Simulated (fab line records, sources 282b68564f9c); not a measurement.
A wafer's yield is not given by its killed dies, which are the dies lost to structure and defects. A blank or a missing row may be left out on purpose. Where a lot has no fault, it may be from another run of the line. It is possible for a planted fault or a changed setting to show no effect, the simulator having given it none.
8D (eight disciplines) problem report, filled in by code ; flow rit-cmos ; the parts of the form that need people (team, actions taken, sign-off) are left out

1. WHAT WENT WRONG
Mean of killed-at-front-end at RIT_M1_PROBE_99: 32.7 across 3 wafers in 2 lots; on wafers with no fault it is 6.6 (standard deviation 2.7). That puts it +9.7 standard deviations away from the usual mean.
Earliest sighting: wafer L968.1 on prober-02 at day 6 08:40. The record holds 21 wafers of 7 lots with a number at this step. Rule for "out" (also "out of limits"): further than 4 standard deviations from the usual mean. All remaining wafers that have a number are taken as sound.

2. WHAT THIS IS AND IS NOT
question;is;is not
which readings at this step;killed-at-front-end, killed-dies;killed-at-contacts, killed-open, killed-short
which lots;L968, L971;L961, L962, L964, L969, L976
which wafers of those lots;L968.1, L971.4, L971.6;L968.2, L968.6, L971.5
read on which tools;prober-01, prober-02;-
when;from day 6 08:40;"up to then (9 sound wafers); but 9 sound wafers of L968, L969, L971, L976 came after"

3. WHAT RULES OUT EACH SUSPECT
Counting: if a tool at a process step up to the reading ran every lot that is out, it stays a suspect. Sound lots after the first of them don't rule it out here, since some wafers of a struck lot are sound.
- plasma-asher-02 at RIT_PWELL_STRIP_09 (strips in O2, time 180 s): kept. It ran every lot that is out, first L968 (day 4 21:28).
- Within plasma-asher-02 at RIT_PWELL_STRIP_09, the wafers that are out were processed in chamber 0 and their sound lot-mates in chamber 1.
Remaining after the count: plasma-asher-02 at RIT_PWELL_STRIP_09.

4. THE CAUSE (what the simulator had put in)
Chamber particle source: plasma-asher-02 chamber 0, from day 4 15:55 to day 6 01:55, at RIT_PWELL_STRIP_09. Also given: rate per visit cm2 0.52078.
After counting, this tool was the only one left.

5. THE CHAIN OF EFFECTS, in route order
One row per reading whose mean, taken over the struck wafers that have a number, lies over 3 standard deviations from the usual. Readings are gone through only where the record gives a usual standard deviation; hours: the median, over the lots, of the time from a lot's start at the first step in this table giving one to that lot's start at this step; sigmas: the change measured in usual standard deviations.
hours;step;reading;usual;on struck wafers;change;sigmas
0;RIT_M1_PROBE_99;killed-at-front-end;6.6;32.7;+26.1;+9.7
0;RIT_M1_PROBE_99;killed-dies;6.7;32.7;+26.0;+9.3
Its process steps:
- RIT_M1_PROBE_99

6. WHAT WOULD HAVE CAUGHT IT SOONER
In this record the first reading out of limits was taken at day 6 08:40, 41 hours after the fault began at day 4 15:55.
Of the tool readings at RIT_PWELL_STRIP_09 for which the record gives a usual standard deviation, none was out on any struck wafer, so an alarm limit of 4 standard deviations on them would not have fired.
All the lots that are out (2) had begun RIT_PWELL_STRIP_09 on plasma-asher-02 by day 6 08:40. Tool hold at that time: it would have spared none of them.
